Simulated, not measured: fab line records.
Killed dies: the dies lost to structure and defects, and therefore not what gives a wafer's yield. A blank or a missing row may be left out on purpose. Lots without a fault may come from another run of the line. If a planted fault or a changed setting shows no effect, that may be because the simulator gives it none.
Struck lot and sound lot, side by side	flow rit-cmos	43 out of 202 route steps
Sound: these wafers, L410.2, L410.3, L410.5. Struck: wafers L420.1, L420.2, L420.5. At the end, the cause is stated.
At each step with rows: each side's tool, then ch and its chambers, then its first start. Under that, the readings that differ: sound wafers	struck wafers	difference of the means	sigmas: that difference in standard deviations of wafers without a fault.
alike: a reading whose means differ by less than 2 such deviations, as well as words and numbers matching on both sides. not compared: withheld readings; readings where some wafer has no value; bounds like >300 that might hide an equal value; numbers whose values overlap and for which the record gives no deviation.
The two part at a step that has a row with sigmas, a row that says differs or no value, or rows on one side only. When numbers do not overlap yet have no deviation, they are printed without sigmas and do not part them. Lack of a reading on every wafer of one side parts them only where that side has two or more wafers.

first, 3 steps without rows for these wafers: RIT_SDANNEAL_CLEAN_00 (cleans in SC1, time 600 s); RIT_SDANNEAL_CLEAN_01 (cleans in dHF, time 30 s); RIT_SDANNEAL_CLEAN_02 (cleans in SC2, time 600 s).
RIT_SDANNEAL_RTA_03: time 5 s.
  sound on rtp-anneal-01 ch 0, day 3 12:31; struck on rtp-anneal-01 ch 0, day 5 09:46
  alike: wafer_temp_C_max
RIT_SDANNEAL_RS_MEAS_04: uses a four-point probe to measure.
  sound: film-metro-02 at day 3 12:35; struck: film-metro-02 at day 5 09:49
reading	sound	struck	difference	sigmas
PSD_RS (ohm/sq)	115.41 115.80 115.79	116.50 116.10 116.73	+0.78	+3
RIT_SDANNEAL_RS_MEAS_05: uses a four-point probe to measure.
  sound: film-metro-02 at day 3 12:42; struck: film-metro-02 at day 5 09:56
  alike: NSD_RS
RIT_SDANNEAL_RS_MEAS_06: uses a four-point probe to measure.
  sound: film-metro-02 at day 3 12:49; struck: film-metro-02 at day 5 10:04
  alike: PLDD_RS
RIT_SDANNEAL_RS_MEAS_07: uses a four-point probe to measure.
  sound: film-metro-02 at day 3 12:56; struck: film-metro-02 at day 5 10:11
reading	sound	struck	difference	sigmas
NLDD_RS (ohm/sq)	151.0 150.3 150.4	152.3 152.2 152.5	+1.8	+3
then, 2 steps without rows for these wafers: RIT_SILICIDE_WET_ETCH_00 (etches SiO2 in BOE, target depth 14 nm, time 15 s); RIT_SILICIDE_SPUTTER_01 (material Ti, target thk 30 nm, time 240 s).
RIT_SILICIDE_RS_MEAS_02: uses a four-point probe to measure.
  sound: film-metro-03 at day 3 13:14; struck: film-metro-01 at day 5 10:28
reading	sound	struck	difference	sigmas
SILICIDE_TI_RS (ohm/sq)	49.0 48.7 49.1	47.8 47.6 47.8	-1.2	-2
RIT_SILICIDE_THK_MEAS_03: measures by xrf.
  sound: film-metro-03 at day 3 13:20; struck: film-metro-01 at day 5 10:35
  alike: SILICIDE_TI_THK
RIT_SILICIDE_RTA_04: time 10 s, ramp up 5 s, ramp down 5 s.
  sound on rtp-anneal-01 ch 0, day 3 13:24; struck on rtp-anneal-01 ch 0, day 5 10:38
  alike: wafer_temp_C_max
then, 1 step without rows for these wafers: RIT_SILICIDE_WET_ETCH_05 (etches Ti in SPM, time 120 s).
RIT_SILICIDE_RTA_06: time 10 s, ramp up 5 s, ramp down 10 s.
  sound on rtp-anneal-02 ch 0, day 3 13:30; struck on rtp-anneal-02 ch 0, day 5 10:45
  alike: wafer_temp_C_max
RIT_CONTACT_CVD_00: deposits SiO2 from TEOS, target thk 400 nm, time 61 s.
  sound on pecvd-03 ch 0,2, day 3 13:34; struck on pecvd-02 ch 0,1, day 5 10:49
  alike: heater-power-w, susceptor-temp-C
RIT_CONTACT_THK_MEAS_01:
  sound: film-metro-03 at day 3 13:37; struck: film-metro-03 at day 5 10:52
  alike: CONTACT_TEOS_THK
then, 6 steps without rows for these wafers: RIT_CONTACT_HMDS_02 (prime time 60 s); RIT_CONTACT_COAT_03 (resist thk 1000 nm); RIT_CONTACT_SOFTBAKE_04 (time 60 s); RIT_CONTACT_EXPOSE_05 (exposes mask M11, target cd 1000 nm); RIT_CONTACT_PEB_06; RIT_CONTACT_DEVELOP_07 (develop time 120 s).
RIT_CONTACT_CD_MEAS_08: target cd 1000 nm.
  sound: cd-sem-02 at day 3 14:47; struck: cd-sem-01 at day 5 11:53
reading	sound	struck	difference	sigmas
cd-nm (nm)	1003.7 1002.3 1002.8	999.2 997.9 996.3	-5.1	-2
RIT_CONTACT_OVL_MEAS_09:
  sound: overlay-01 at day 3 14:53; struck: overlay-01 at day 5 12:01
  alike: CONTACT_OVL
then, 1 step without rows for these wafers: RIT_CONTACT_HARDBAKE_10 (time 60 s).
RIT_CONTACT_ETCH_11: etches SiO2 in CHF3/CF4/Ar, stops on TiSi2, target depth 480 nm, time 320 s.
  sound on rie-diel-01 ch 0,1,2, day 3 15:04; struck on rie-diel-03 ch 1,3, day 5 12:12
  alike: drypump-motor-current-A, oes-product-au, throttle-valve-pct
  not compared: rf-hours-counter-h
RIT_CONTACT_STRIP_12: strips in O2, time 180 s.
  sound on plasma-asher-02 ch 0,1, day 3 15:16; struck on plasma-asher-04 ch 0,1, day 5 12:23
  alike: drypump-motor-current-A
  not compared: rf-hours-counter-h
RIT_CONTACT_CD_MEAS_90: target cd 1000 nm.
  sound: cd-sem-02 at day 3 15:28; struck: cd-sem-01 at day 5 12:34
reading	sound	struck	difference	sigmas
cd-nm (nm)	1003.5 1001.9 1003.1	998.7 998.4 996.7	-4.9	-2
then, 3 steps without rows for these wafers: RIT_CONTACT_CLEAN_13 (cleans in SC1, time 600 s); RIT_CONTACT_CLEAN_14 (cleans in SC2, time 600 s); RIT_M1_SPUTTER_00 (material Al, target thk 400 nm, time 500 s).
RIT_M1_RS_MEAS_01: uses a four-point probe to measure.
  sound: film-metro-04 at day 3 16:14; struck: film-metro-03 at day 5 13:21
  alike: M1_AL_RS
RIT_M1_THK_MEAS_02: measures by xrf.
  sound: film-metro-04 at day 3 16:21; struck: film-metro-03 at day 5 13:28
  alike: M1_AL_THK
then, 6 steps without rows for these wafers: RIT_M1_HMDS_03 (prime time 60 s); RIT_M1_COAT_04 (resist thk 1300 nm); RIT_M1_SOFTBAKE_05 (time 60 s); RIT_M1_EXPOSE_06 (exposes mask M12, target cd 2600 nm); RIT_M1_PEB_07; RIT_M1_DEVELOP_08 (develop time 68 s).
RIT_M1_CD_MEAS_09: target cd 2600 nm.
  sound: cd-sem-01 at day 3 17:35; struck: cd-sem-01 at day 5 14:32
  alike: cd-nm
RIT_M1_OVL_MEAS_10:
  sound: overlay-02 at day 3 17:41; struck: overlay-02 at day 5 14:39
  alike: M1_OVL
RIT_M1_PROBE_99:
  sound: prober-02 at day 3 20:17; struck: prober-02 at day 5 17:13
reading	sound	struck	difference	sigmas
model.etest.npoly-line.line-ohm-um	168.3 169.7 171.3	157.6 156.5 155	-13.4	
model.etest.ppoly-line.line-ohm-um	162.2 161.5 166.5	152.6 150.4 151.1	-12.0	
model.etest.contact-pplus.end-ohm-um	43.5 44.5 43.95	50.49 49.98 51.01	+6.51	
model.etest.contact-nplus.end-ohm-um	41.53 40.18 40.33	48.49 48.23 46.41	+7.03	
model.etest.npoly-line.rs-ohm-sq	17.2 17.19 17.26	15.77 15.65 15.79	-1.48	
model.etest.ppoly-line.rs-ohm-sq	16.71 16.74 16.61	15.26 15.31 15.49	-1.33	
model.etest.npoly-sal.rs-ohm-sq	4.413 4.366 4.37	3.945 3.942 3.921	-0.447	
model.etest.ppoly-sal.rs-ohm-sq	4.36 4.333 4.354	3.937 3.91 3.909	-0.430	
  alike: killed-at-front-end, killed-dies, killed-open, killed-short

## WHERE THEY PART
Earliest at RIT_SDANNEAL_RS_MEAS_04; latest, in this record, at RIT_CONTACT_CD_MEAS_90. Later steps at which nothing parts them and some readings are alike: RIT_M1_RS_MEAS_01, RIT_M1_THK_MEAS_02, RIT_M1_CD_MEAS_09, RIT_M1_OVL_MEAS_10, RIT_M1_PROBE_99.

WHY: what had been put in by the simulator
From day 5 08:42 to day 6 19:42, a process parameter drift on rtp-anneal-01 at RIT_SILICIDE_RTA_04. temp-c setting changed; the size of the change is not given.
